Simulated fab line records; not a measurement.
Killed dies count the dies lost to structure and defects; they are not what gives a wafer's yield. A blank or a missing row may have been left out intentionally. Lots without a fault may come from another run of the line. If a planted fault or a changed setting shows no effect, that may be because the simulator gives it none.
What tool caused it? ; flow rit cmos ; 6 lots with 18 wafers sampled at 2 steps, on a route of 202 steps

## WHAT THE GAUGES READ, wafer by wafer
RIT_PSD_TW_MEAS_10.
lot;measured;on;PSD_TW
L366;day 3 10:06;film metro-03;3439 3447 3457
L369;day 4 01:53;film metro-01;3489 3505 3484
L372;day 4 15:56;film metro-04;3411 3406 3417
L380;day 6 15:41;film metro-01;3515 3522 3511
L383;day 6 23:40;film metro-04;3408 3409 3416
L386;day 7 12:13;film metro-03;3421 3444 3438

## WHICH TOOL RAN EACH LOT (tool, then ch and the chambers of the sampled wafers, then the start)
lot;RIT_NLDD_STRIP_09
L366;plasma asher-02 ch 0, day 3 02:46
L369;plasma asher-02 ch 0,1, day 3 18:38
L372;plasma asher-01 ch 0,1, day 4 08:52
L380;plasma asher-02 ch 0,1, day 6 08:06
L383;plasma asher-04 ch 0,1, day 6 16:33
L386;plasma asher-02 ch 1, day 7 04:52
- RIT_NLDD_STRIP_09: strips in O2, time 180 s.

## THE ANSWER, worked out from the rows above alone
Rule: the usual values come from the lots themselves. The widest of any qualifying gaps counts: lots, ordered by their means at a reading, are off when they make up no more than a third of the lots, leave a main group of 4 or more, and stand apart from it by 3 or more times the standard deviation of that group's means. The tables above print the reading to a certain number of digits; a main group whose means all agree to those digits is not used. A lot without any number at a reading at which 4 lots or more have one is off too. Any other lot the step has rows for is counted as sound.
No lot is off on any of the readings shown, so nothing can be concluded from this.

## WHAT THE SIMULATOR PUT IN
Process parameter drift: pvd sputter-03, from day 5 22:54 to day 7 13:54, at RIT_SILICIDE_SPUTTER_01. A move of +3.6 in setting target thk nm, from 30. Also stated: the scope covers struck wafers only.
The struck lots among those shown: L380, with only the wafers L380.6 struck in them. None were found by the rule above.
